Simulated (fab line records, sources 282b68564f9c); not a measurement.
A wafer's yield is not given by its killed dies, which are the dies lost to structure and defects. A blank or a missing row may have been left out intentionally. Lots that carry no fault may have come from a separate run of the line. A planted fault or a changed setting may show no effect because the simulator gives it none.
Which tool is to blame? :: flow rit-cmos :: 14 lots, 42 wafers sampled, at 2 steps of a route of 202

WHAT THE GAUGES SHOWED, per wafer
The record holds no reading of a measuring or inspecting step that can be judged against a usual standard deviation.

WHICH TOOL RAN EACH LOT (tool, then ch and the chambers of the sampled wafers, then the start)
lot: L868
RIT_SPACER_ETCHBACK_05: rie-diel-01 ch 0,2,3, day 3 04:11
RIT_M1_PROBE_99: prober-01, day 3 15:35

lot: L870
RIT_SPACER_ETCHBACK_05: rie-diel-02 ch 0,1, day 3 13:22
RIT_M1_PROBE_99: prober-01, day 4 00:31

lot: L871
RIT_SPACER_ETCHBACK_05: rie-diel-01 ch 0,2,3, day 3 19:44
RIT_M1_PROBE_99: prober-02, day 4 06:45

lot: L872
RIT_SPACER_ETCHBACK_05: rie-diel-03 ch 0,1,2, day 4 00:26
RIT_M1_PROBE_99: prober-01, day 4 11:12

lot: L874
RIT_SPACER_ETCHBACK_05: rie-diel-01 ch 0,2,3, day 4 11:19
RIT_M1_PROBE_99: prober-01, day 4 22:28

lot: L875
RIT_SPACER_ETCHBACK_05: rie-diel-01 ch 0,2,3, day 4 18:08
RIT_M1_PROBE_99: prober-02, day 5 05:24

lot: L876
RIT_SPACER_ETCHBACK_05: rie-diel-02 ch 1,2, day 4 22:01
RIT_M1_PROBE_99: prober-01, day 5 09:25

lot: L879
RIT_SPACER_ETCHBACK_05: rie-diel-01 ch 0,2,3, day 5 10:44
RIT_M1_PROBE_99: prober-02, day 5 21:43

lot: L880
RIT_SPACER_ETCHBACK_05: rie-diel-01 ch 0,2, day 5 15:33
RIT_M1_PROBE_99: prober-01, day 6 02:51

lot: L882
RIT_SPACER_ETCHBACK_05: rie-diel-02 ch 0,1,2, day 6 02:04
RIT_M1_PROBE_99: prober-02, day 6 13:17

lot: L884
RIT_SPACER_ETCHBACK_05: rie-diel-02 ch 0,1,2, day 6 10:34
RIT_M1_PROBE_99: prober-02, day 6 22:07

lot: L886
RIT_SPACER_ETCHBACK_05: rie-diel-02 ch 1,3, day 6 21:56
RIT_M1_PROBE_99: prober-02, day 7 08:56

lot: L887
RIT_SPACER_ETCHBACK_05: rie-diel-03 ch 0,2,3, day 6 23:56
RIT_M1_PROBE_99: prober-01, day 7 10:57

lot: L890
RIT_SPACER_ETCHBACK_05: rie-diel-03 ch 1,2,3, day 7 15:03
RIT_M1_PROBE_99: prober-02, day 8 02:04
- RIT_SPACER_ETCHBACK_05: etches Si3N4 in SF6/CHF3, stops on SiO2, target depth 250 nm, time 240 s.
- RIT_M1_PROBE_99

WHAT THE TOOLS THEMSELVES READ (means of the sampled wafers that have a number; where no wafer has one, the mark that the record gives instead)
RIT_SPACER_ETCHBACK_05. Usual: drypump-motor-current-A 5.7 A, standard deviation 0.57; oes-product-au 0.846 a.u., standard deviation 0.016; throttle-valve-pct 10.21 %, standard deviation 0.16.
lot: L868
tool: rie-diel-01
drypump-motor-current-A (A): 5.6
oes-product-au (a.u.): 0.844
throttle-valve-pct (%): 10.23
flag: 

lot: L870
tool: rie-diel-02
drypump-motor-current-A (A): 5.4
oes-product-au (a.u.): 0.852
throttle-valve-pct (%): 10.20
flag: 

lot: L871
tool: rie-diel-01
drypump-motor-current-A (A): 5.6
oes-product-au (a.u.): 0.841
throttle-valve-pct (%): 10.23
flag: 

lot: L872
tool: rie-diel-03
drypump-motor-current-A (A): 5.7
oes-product-au (a.u.): 0.843
throttle-valve-pct (%): 10.23
flag: 

lot: L874
tool: rie-diel-01
drypump-motor-current-A (A): 5.6
oes-product-au (a.u.): 0.851
throttle-valve-pct (%): 10.22
flag: 

lot: L875
tool: rie-diel-01
drypump-motor-current-A (A): 5.6
oes-product-au (a.u.): 0.844
throttle-valve-pct (%): 10.24
flag: 

lot: L876
tool: rie-diel-02
drypump-motor-current-A (A): 5.3
oes-product-au (a.u.): 0.842
throttle-valve-pct (%): 10.18
flag: 

lot: L879
tool: rie-diel-01
drypump-motor-current-A (A): 5.7
oes-product-au (a.u.): 0.687
throttle-valve-pct (%): 10.17
flag: OFF

lot: L880
tool: rie-diel-01
drypump-motor-current-A (A): 6.0
oes-product-au (a.u.): 0.683
throttle-valve-pct (%): 10.07
flag: OFF

lot: L882
tool: rie-diel-02
drypump-motor-current-A (A): 5.3
oes-product-au (a.u.): 0.847
throttle-valve-pct (%): 10.17
flag: 

lot: L884
tool: rie-diel-02
drypump-motor-current-A (A): 5.3
oes-product-au (a.u.): 0.851
throttle-valve-pct (%): 10.18
flag: 

lot: L886
tool: rie-diel-02
drypump-motor-current-A (A): 5.9
oes-product-au (a.u.): 0.839
throttle-valve-pct (%): 10.36
flag: 

lot: L887
tool: rie-diel-03
drypump-motor-current-A (A): 5.5
oes-product-au (a.u.): 0.845
throttle-valve-pct (%): 10.17
flag: 

lot: L890
tool: rie-diel-03
drypump-motor-current-A (A): 5.6
oes-product-au (a.u.): 0.848
throttle-valve-pct (%): 10.16
flag: 

RIT_M1_PROBE_99. Usual: killed-at-contacts 0.0, standard deviation 0.22; killed-at-front-end 6.6, standard deviation 3; killed-dies 6.6, standard deviation 3; killed-on-rim 1.8, standard deviation 1.4; killed-open 3.4, standard deviation 2; killed-short 3.2, standard deviation 2.
lot: L868
tool: prober-01
killed-at-contacts: 0.0
killed-at-front-end: 8.3
killed-dies: 8.3
killed-on-rim: 2.3
killed-open: 5.0
killed-short: 3.3
flag: 

lot: L870
tool: prober-01
killed-at-contacts: 0.0
killed-at-front-end: 7.3
killed-dies: 7.3
killed-on-rim: 1.3
killed-open: 3.7
killed-short: 3.7
flag: 

lot: L871
tool: prober-02
killed-at-contacts: 0.0
killed-at-front-end: 8.0
killed-dies: 8.0
killed-on-rim: 2.0
killed-open: 5.0
killed-short: 3.0
flag: 

lot: L872
tool: prober-01
killed-at-contacts: 0.0
killed-at-front-end: 6.0
killed-dies: 6.0
killed-on-rim: 1.0
killed-open: 3.3
killed-short: 2.7
flag: 

lot: L874
tool: prober-01
killed-at-contacts: 0.0
killed-at-front-end: 7.0
killed-dies: 7.0
killed-on-rim: 1.7
killed-open: 4.0
killed-short: 3.0
flag: 

lot: L875
tool: prober-02
killed-at-contacts: 0.0
killed-at-front-end: 6.0
killed-dies: 6.0
killed-on-rim: 1.3
killed-open: 3.0
killed-short: 3.0
flag: 

lot: L876
tool: prober-01
killed-at-contacts: 0.0
killed-at-front-end: 5.3
killed-dies: 5.3
killed-on-rim: 1.0
killed-open: 2.0
killed-short: 3.3
flag: 

lot: L879
tool: prober-02
killed-at-contacts: 0.0
killed-at-front-end: 264.0
killed-dies: 264.0
killed-on-rim: 70.0
killed-open: 2.7
killed-short: 4.3
flag: OFF

lot: L880
tool: prober-01
killed-at-contacts: 0.0
killed-at-front-end: 264.0
killed-dies: 264.0
killed-on-rim: 70.0
killed-open: 2.0
killed-short: 2.3
flag: OFF

lot: L882
tool: prober-02
killed-at-contacts: 0.0
killed-at-front-end: 5.3
killed-dies: 5.3
killed-on-rim: 1.7
killed-open: 3.7
killed-short: 1.7
flag: 

lot: L884
tool: prober-02
killed-at-contacts: 0.0
killed-at-front-end: 6.3
killed-dies: 6.3
killed-on-rim: 2.0
killed-open: 2.3
killed-short: 4.0
flag: 

lot: L886
tool: prober-02
killed-at-contacts: 0.3
killed-at-front-end: 5.0
killed-dies: 5.3
killed-on-rim: 1.3
killed-open: 3.7
killed-short: 1.7
flag: 

lot: L887
tool: prober-01
killed-at-contacts: 0.7
killed-at-front-end: 5.0
killed-dies: 5.7
killed-on-rim: 0.7
killed-open: 2.0
killed-short: 3.7
flag: OFF

lot: L890
tool: prober-02
killed-at-contacts: 0.0
killed-at-front-end: 10.7
killed-dies: 10.7
killed-on-rim: 3.0
killed-open: 3.7
killed-short: 7.0
flag: 

THE ANSWER, worked out from the rows above alone
Rule: a lot counts as off when the mean over its wafers that have a number is more than 3 standard deviations away from the usual mean. Also off: a lot with no number at a reading for which 4 or more lots have one. The other lots that the step has rows for count as sound. Order of review: gauges by route order, followed by the tools' own readings, for which a lot's mean as printed above is used. At the first step where some lot is off, the reading lying furthest off is the one used; lots without a number count as furthest.
Off: L879, L880 (RIT_SPACER_ETCHBACK_05, oes-product-au).
A tool fits if, at that step or a process step before it, it ran every lot that is off, and no sound lot after the first of them. One fits: rie-diel-01 at RIT_SPACER_ETCHBACK_05. Its last sound lot is L875 (day 4 18:08), its first lot that is off L879 (day 5 10:44): a fault that began between those two fits.
On the lots that are off, the tool's own readings at RIT_SPACER_ETCHBACK_05 differ by more than 5 times the standard deviation of the sound lots' means, which bears it out; oes-product-au reads 0.685 a.u. there versus 0.846 a.u. on the sound lots.

WHAT WAS PUT IN BY THE SIMULATOR
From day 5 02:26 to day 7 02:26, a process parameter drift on rie-diel-01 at RIT_SPACER_ETCHBACK_05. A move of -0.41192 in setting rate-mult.
Lots struck among those shown: L879, L880. The rule above found the same.
